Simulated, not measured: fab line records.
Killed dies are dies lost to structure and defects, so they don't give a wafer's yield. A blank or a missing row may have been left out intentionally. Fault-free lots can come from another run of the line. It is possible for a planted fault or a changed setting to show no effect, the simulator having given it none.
Which tool was responsible? :: flow berkeley cmos170 :: 39 wafers from 13 lots sampled at 6 of the route's 331 steps

## WHAT THE GAUGES SHOWED, per wafer
UCB170_GATE_CD_MEAS_12: the cd target is 350 nm.
lot: L592
measured: day 6 15:28
on: cd sem-02
cd nm (nm): 351.2 350.3 349.9

lot: L595
measured: day 7 05:22
on: cd sem-01
cd nm (nm): 350.4 349.6 351.3

lot: L594
measured: day 7 05:41
on: cd sem-02
cd nm (nm): 350.1 350.2 349.0

lot: L597
measured: day 7 19:17
on: cd sem-01
cd nm (nm): 353.4 352.7 354.0

lot: L596
measured: day 7 19:25
on: cd sem-02
cd nm (nm): 350.0 350.0 349.3

lot: L598
measured: day 8 05:14
on: cd sem-01
cd nm (nm): 349.1 348.3 347.5

lot: L602
measured: day 8 17:35
on: cd sem-01
cd nm (nm): 348.6 347.0 347.4

lot: L603
measured: day 8 17:41
on: cd sem-01
cd nm (nm): 349.6 349.8 349.2

lot: L600
measured: day 8 17:48
on: cd sem-01
cd nm (nm): 349.4 349.7 350.4

lot: L601
measured: day 8 18:16
on: cd sem-01
cd nm (nm): 350.2 349.7 350.1

lot: L608
measured: day 9 23:25
on: cd sem-01
cd nm (nm): 349.8 351.1 352.2

lot: L611
measured: day 10 14:08
on: cd sem-02
cd nm (nm): 353.0 353.6 352.9

lot: L613
measured: day 10 20:22
on: cd sem-01
cd nm (nm): 349.6 349.8 348.8

UCB170_M2_CD_MEAS_15: the cd target is 700 nm.
lot: L592
measured: day 8 08:28
on: cd sem-01
cd nm (nm): 701.8 702.5 701.8

lot: L595
measured: day 9 00:20
on: cd sem-01
cd nm (nm): 700.3 701.2 701.2

lot: L594
measured: day 9 00:52
on: cd sem-01
cd nm (nm): 700.2 700.2 699.9

lot: L597
measured: day 9 10:02
on: cd sem-01
cd nm (nm): 696.7 696.4 697.0

lot: L596
measured: day 9 06:04
on: cd sem-01
cd nm (nm): 700.2 699.5 698.9

lot: L598
measured: day 9 17:58
on: cd sem-01
cd nm (nm): 699.4 699.3 699.1

lot: L602
measured: day 10 05:01
on: cd sem-01
cd nm (nm): 701.1 702.3 702.5

lot: L603
measured: day 10 05:47
on: cd sem-02
cd nm (nm): 700.0 698.3 699.3

lot: L600
measured: day 10 05:33
on: cd sem-01
cd nm (nm): 698.9 699.8 700.2

lot: L601
measured: day 10 05:53
on: cd sem-01
cd nm (nm): 700.7 701.1 701.6

lot: L608
measured: day 11 12:56
on: cd sem-02
cd nm (nm): 684.8 695.4 680.8

lot: L611
measured: day 12 01:03
on: cd sem-02
cd nm (nm): 700.0 698.7 697.6

lot: L613
measured: day 12 07:19
on: cd sem-02
cd nm (nm): 700.6 701.0 701.5

UCB170_M2_CD_MEAS_90: the cd target is 700 nm.
lot: L592
measured: day 8 08:57
on: cd sem-01
cd nm (nm): 698.3 699.1 700.7

lot: L595
measured: day 9 00:56
on: cd sem-01
cd nm (nm): 700.6 698.8 698.8

lot: L594
measured: day 9 01:25
on: cd sem-01
cd nm (nm): 702.2 700.9 701.6

lot: L597
measured: day 9 10:48
on: cd sem-01
cd nm (nm): 695.1 698.3 695.1

lot: L596
measured: day 9 06:47
on: cd sem-01
cd nm (nm): 702.4 700.1 698.3

lot: L598
measured: day 9 18:28
on: cd sem-01
cd nm (nm): 696.1 700.3 700.1

lot: L602
measured: day 10 05:30
on: cd sem-02
cd nm (nm): 702.3 702.2 703.1

lot: L603
measured: day 10 06:17
on: cd sem-01
cd nm (nm): 699.1 695.1 697.3

lot: L600
measured: day 10 06:02
on: cd sem-02
cd nm (nm): 702.3 702.4 704.0

lot: L601
measured: day 10 06:22
on: cd sem-02
cd nm (nm): 696.6 700.9 699.1

lot: L608
measured: day 11 13:36
on: cd sem-01
cd nm (nm): 683.8 695.9 681.7

lot: L611
measured: day 12 01:43
on: cd sem-02
cd nm (nm): 700.3 695.8 697.7

lot: L613
measured: day 12 07:49
on: cd sem-01
cd nm (nm): 696.2 699.4 696.8

UCB170_M3_OVL_MEAS_16.
lot: L592
measured: day 8 14:33
on: overlay-01
M3_OVL (nm): 6 -5 0

lot: L595
measured: day 9 06:39
on: overlay-02
M3_OVL (nm): -7 -5 -3

lot: L594
measured: day 9 09:43
on: overlay-01
M3_OVL (nm): -8 -3 -10

lot: L597
measured: day 9 15:52
on: overlay-02
M3_OVL (nm): -7 -7 -6

lot: L596
measured: day 9 12:00
on: overlay-01
M3_OVL (nm): 4 -1 -6

lot: L598
measured: day 10 00:44
on: overlay-02
M3_OVL (nm): -4 -2 -7

lot: L602
measured: day 10 12:16
on: overlay-02
M3_OVL (nm): -11 -7 -17

lot: L603
measured: day 10 14:29
on: overlay-02
M3_OVL (nm): 3 2 6

lot: L600
measured: day 10 13:52
on: overlay-01
M3_OVL (nm): 1 2 0

lot: L601
measured: day 10 14:32
on: overlay-01
M3_OVL (nm): -6 -13 -11

lot: L608
measured: day 11 18:20
on: overlay-02
M3_OVL (nm): 0 -8 -5

lot: L611
measured: day 12 07:44
on: overlay-02
M3_OVL (nm): -10 -2 -2

lot: L613
measured: day 12 14:32
on: overlay-01
M3_OVL (nm): -10 -8 0

## EACH LOT AND THE TOOL THAT RAN IT (in order: tool; ch and the chambers of the sampled wafers; start)
lot: L592
UCB170_M2_STRIP_07: plasma asher-03 ch 0,1, day 8 05:42
UCB170_M2_EXPOSE_12: krf scanner-02 ch 0, day 8 08:04

lot: L595
UCB170_M2_STRIP_07: plasma asher-01 ch 0,1, day 8 22:56
UCB170_M2_EXPOSE_12: krf scanner-01 ch 0, day 8 23:55

lot: L594
UCB170_M2_STRIP_07: plasma asher-03 ch 0,1, day 8 23:31
UCB170_M2_EXPOSE_12: krf scanner-01 ch 0, day 9 00:28

lot: L597
UCB170_M2_STRIP_07: plasma asher-03 ch 0,1, day 9 08:08
UCB170_M2_EXPOSE_12: krf scanner-02 ch 0, day 9 09:26

lot: L596
UCB170_M2_STRIP_07: plasma asher-02 ch 0,1, day 9 03:16
UCB170_M2_EXPOSE_12: krf scanner-01 ch 0, day 9 04:56

lot: L598
UCB170_M2_STRIP_07: plasma asher-03 ch 0,1, day 9 16:33
UCB170_M2_EXPOSE_12: krf scanner-01 ch 0, day 9 17:30

lot: L602
UCB170_M2_STRIP_07: plasma asher-02 ch 0,1, day 10 03:32
UCB170_M2_EXPOSE_12: krf scanner-01 ch 0, day 10 04:28

lot: L603
UCB170_M2_STRIP_07: plasma asher-02 ch 0,1, day 10 04:16
UCB170_M2_EXPOSE_12: krf scanner-02 ch 0, day 10 05:24

lot: L600
UCB170_M2_STRIP_07: plasma asher-03 ch 0,1, day 10 03:55
UCB170_M2_EXPOSE_12: krf scanner-01 ch 0, day 10 05:00

lot: L601
UCB170_M2_STRIP_07: plasma asher-03 ch 0, day 10 04:20
UCB170_M2_EXPOSE_12: krf scanner-02 ch 0, day 10 05:30

lot: L608
UCB170_M2_STRIP_07: plasma asher-02 ch 0,1, day 11 11:02
UCB170_M2_EXPOSE_12: krf scanner-02 ch 0, day 11 12:28

lot: L611
UCB170_M2_STRIP_07: plasma asher-03 ch 0,1, day 11 22:52
UCB170_M2_EXPOSE_12: krf scanner-01 ch 0, day 12 00:13

lot: L613
UCB170_M2_STRIP_07: plasma asher-02 ch 0,1, day 12 05:09
UCB170_M2_EXPOSE_12: krf scanner-01 ch 0, day 12 06:34
- UCB170_M2_STRIP_07: strips in O2.
- UCB170_M2_EXPOSE_12: exposes mask METAL2, target cd 700 nm.

## WHAT THE TOOLS THEMSELVES READ (means of the sampled wafers that have a number; where no wafer has one, the mark that the record gives instead)
UCB170_M2_STRIP_07.
lot: L592
tool: plasma asher-03
drypump motor current A (A): 5.96
oes product au (a.u.): 0.736
strip time to endpoint s (s): 21.98

lot: L595
tool: plasma asher-01
drypump motor current A (A): 6.00
oes product au (a.u.): 0.735
strip time to endpoint s (s): 21.91

lot: L594
tool: plasma asher-03
drypump motor current A (A): 5.81
oes product au (a.u.): 0.732
strip time to endpoint s (s): 21.99

lot: L597
tool: plasma asher-03
drypump motor current A (A): 5.94
oes product au (a.u.): 0.733
strip time to endpoint s (s): 22.02

lot: L596
tool: plasma asher-02
drypump motor current A (A): 5.98
oes product au (a.u.): 0.734
strip time to endpoint s (s): 21.87

lot: L598
tool: plasma asher-03
drypump motor current A (A): 5.79
oes product au (a.u.): 0.740
strip time to endpoint s (s): 21.99

lot: L602
tool: plasma asher-02
drypump motor current A (A): 5.96
oes product au (a.u.): 0.732
strip time to endpoint s (s): 22.01

lot: L603
tool: plasma asher-02
drypump motor current A (A): 5.95
oes product au (a.u.): 0.731
strip time to endpoint s (s): 21.96

lot: L600
tool: plasma asher-03
drypump motor current A (A): 5.93
oes product au (a.u.): 0.738
strip time to endpoint s (s): 21.92

lot: L601
tool: plasma asher-03
drypump motor current A (A): 6.11
oes product au (a.u.): 0.739
strip time to endpoint s (s): 21.96

lot: L608
tool: plasma asher-02
drypump motor current A (A): 6.12
oes product au (a.u.): 0.733
strip time to endpoint s (s): 21.93

lot: L611
tool: plasma asher-03
drypump motor current A (A): 5.95
oes product au (a.u.): 0.735
strip time to endpoint s (s): 21.96

lot: L613
tool: plasma asher-02
drypump motor current A (A): 6.11
oes product au (a.u.): 0.734
strip time to endpoint s (s): 22.01

UCB170_M2_EXPOSE_12.
lot: L592
tool: krf scanner-02
exposure dose mJ cm2: 25.976
focus offset nm (nm): -0.3

lot: L595
tool: krf scanner-01
exposure dose mJ cm2: 25.991
focus offset nm (nm): -0.8

lot: L594
tool: krf scanner-01
exposure dose mJ cm2: 26.006
focus offset nm (nm): 0.8

lot: L597
tool: krf scanner-02
exposure dose mJ cm2: 25.950
focus offset nm (nm): -0.1

lot: L596
tool: krf scanner-01
exposure dose mJ cm2: 25.969
focus offset nm (nm): 0.2

lot: L598
tool: krf scanner-01
exposure dose mJ cm2: 26.001
focus offset nm (nm): -1.0

lot: L602
tool: krf scanner-01
exposure dose mJ cm2: 26.015
focus offset nm (nm): -0.2

lot: L603
tool: krf scanner-02
exposure dose mJ cm2: 26.015
focus offset nm (nm): -0.3

lot: L600
tool: krf scanner-01
exposure dose mJ cm2: 25.998
focus offset nm (nm): 0.2

lot: L601
tool: krf scanner-02
exposure dose mJ cm2: 25.995
focus offset nm (nm): -0.7

lot: L608
tool: krf scanner-02
exposure dose mJ cm2: 25.488
focus offset nm (nm): -0.3

lot: L611
tool: krf scanner-01
exposure dose mJ cm2: 25.954
focus offset nm (nm): 0.5

lot: L613
tool: krf scanner-01
exposure dose mJ cm2: 25.991
focus offset nm (nm): -0.5

## THE ANSWER, worked out from the rows above alone
Rule: the usual values come from the lots themselves. The widest of any qualifying gaps counts: lots, ordered by their means at a reading, are off when they make up no more than a third of the lots, leave a main group of 4 or more, and stand apart from it by 3 or more times the standard deviation of that group's means. A main group whose means are all the same, to the digits that the tables above print for the reading, isn't used. Also off: a lot with no number at a reading for which 4 or more lots have one. Any other lot the step has rows for is counted as sound. The gauges are gone through in route order, then the tools' own readings, and for those a lot's mean is taken as printed above. The first step at which some lot is off is used, and at that step the reading that is off furthest; a lot without a number counts as furthest.
Off: L608, at UCB170_M2_CD_MEAS_15 (cd nm). Mean 700.0 nm and standard deviation 1.4 in the main group.
If a tool, at a process step before that reading, ran all the lots that are off and no sound lot after the first of them, it fits. Not tried: the gauges at UCB170_M2_CD_MEAS_15; whatever is off there is also off at UCB170_M2_CD_MEAS_90, on other tools, and gauge error can't account for it. One candidate fits, namely krf scanner-02 at UCB170_M2_EXPOSE_12. A fault onset in the window from L601 (day 10 05:30, its last sound lot) to L608 (day 11 12:28, its first lot off) fits.
The tool's own readings at UCB170_M2_EXPOSE_12 bear it out: on the lots that are off they differ by more than 5 times the standard deviation of the sound lots' means. exposure dose mJ cm2 reads 25.488 there against 25.988 on the sound lots.

## WHAT HAD BEEN PUT IN BY THE SIMULATOR
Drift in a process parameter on krf scanner-02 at UCB170_M2_EXPOSE_12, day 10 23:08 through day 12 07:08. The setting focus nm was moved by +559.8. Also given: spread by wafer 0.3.
Shown lots that were struck: L608. This agrees with what the rule above found.
